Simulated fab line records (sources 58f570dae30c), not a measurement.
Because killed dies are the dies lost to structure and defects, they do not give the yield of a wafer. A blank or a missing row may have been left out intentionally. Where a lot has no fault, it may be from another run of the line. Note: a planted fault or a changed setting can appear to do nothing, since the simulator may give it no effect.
Comparing a struck lot with a sound one / flow berkeley cmos170 / 17 out of 331 route steps
Sound: wafers L706.2, L706.3, L706.4. Struck: wafers L703.2, L703.3, L703.6. At the end, the cause is stated.
Each step with rows lists, per side, the tool, then ch with its chambers, then its first start. Under that, the readings that differ: sound wafers / struck wafers / difference of the means / sigmas: that difference in standard deviations of wafers without a fault.
alike: a reading whose means differ by less than 2 such deviations, as well as words and numbers matching on both sides. not compared: withheld readings; readings where some wafer has no value; bounds like >300 that might hide an equal value; numbers whose values overlap and for which the record gives no deviation.
Wherever a step has rows on one side only, a row that says differs or no value, or a row with sigmas, the two part there. Numbers that don't overlap but have no deviation are shown without sigmas and don't part them. A reading missing from all wafers of one side parts the sides only when that side holds two or more wafers.

first, 1 step without rows for these wafers: UCB170_PWELL_OXIDATION_02 (target thk 26.4 nm, ox time 1260 s).
UCB170_PWELL_THK_MEAS_03:
  sound on film metro-03, day 6 16:15; struck on film metro-02, day 5 20:02
  alike: PWELL_OXIDE_THK
then, 2 steps without rows for these wafers: UCB170_PWELL_ANNEAL_04 (time 900 s); UCB170_PWELL_CVD_05 (deposits Si3N4 from SiH2Cl2/NH3, target thk 220 nm, time 3300 s).
UCB170_PWELL_THK_MEAS_06:
  sound on film metro-02, day 6 22:09; struck on film metro-04, day 6 01:25
  alike: PWELL_NITRIDE_THK
then, 6 steps without rows for these wafers: UCB170_PWELL_HMDS_07 (prime time 60 s); UCB170_PWELL_COAT_08 (resist thk 900 nm); UCB170_PWELL_SOFTBAKE_09 (time 60 s); UCB170_PWELL_EXPOSE_10 (exposes mask PWELL, target cd 3000 nm); UCB170_PWELL_PEB_11; UCB170_PWELL_DEVELOP_12 (develop time 45 s).
UCB170_PWELL_OVL_MEAS_13:
  sound on overlay-01, day 7 00:06; struck on overlay-01, day 6 02:33
  alike: PWELL_OVL
UCB170_PWELL_ETCH_14: etches Si3N4 in CH3F/Ar/O2, stops on SiO2, target depth 242 nm, time 151 s.
  sound on rie diel-02 ch 0,1,2, day 7 00:08; struck on rie diel-03 ch 1,2, day 6 02:35
  no value came back on the struck wafers for any of 6 readings (CH3F_flow_sccm (sccm), O2_flow_sccm (sccm) and others); on the sound wafers CH3F_flow_sccm (sccm) reads 19.91 20.04 19.97
reading=model.KrF_of_PWELL_COAT_08.thk nm (nm); sound=723 727 726.1; struck=885 886.4 885.1; difference=+160; sigmas=
reading=model.SiO2_of_PWELL_OXIDATION_02.thk nm (nm); sound=23.79 23.7 23.02; struck=25.91 26.03 26.11; difference=+2.51; sigmas=
  not compared: rf hours counter h
next, for these wafers, 1 step has no rows: UCB170_PWELL_IMPLANT_15.
UCB170_PWELL_STRIP_16: strips in O2.
  sound on plasma asher-04 ch 0,1, day 7 00:23; struck on plasma asher-04 ch 0,1, day 6 02:50
reading=oes product au (a.u.); sound=0.716 0.722 0.718; struck=0.734 0.743 0.732; difference=+0.018; sigmas=+4
reading=strip time to endpoint s (s); sound=18.06 18.16 18.13; struck=21.61 21.65 21.61; difference=+3.51; sigmas=+57
  alike: drypump motor current A
  not compared: rf hours counter h
UCB170_PWELL_TW_MEAS_17:
  sound on film metro-03, day 7 00:29; struck on film metro-02, day 6 02:56
reading=PWELL_TW; sound=380.6 384.5 383.4; struck=375.1 377.9 372.7; difference=-7.6; sigmas=-3
-- the record jumps here: 6 days lie between the struck wafers' starts before and after (it left off in module PWELL and takes up again in module M3, whose first step shown is number 331 of the route) --
UCB170_M3_PROBE_99:
  only the struck wafers here have rows in the record (prober-02, day 11 19:29); the sound ones have none

## WHERE THEY PART
Last at UCB170_M3_PROBE_99 as far as this record goes, first at UCB170_PWELL_ETCH_14.

WHY: whatever the simulator had introduced
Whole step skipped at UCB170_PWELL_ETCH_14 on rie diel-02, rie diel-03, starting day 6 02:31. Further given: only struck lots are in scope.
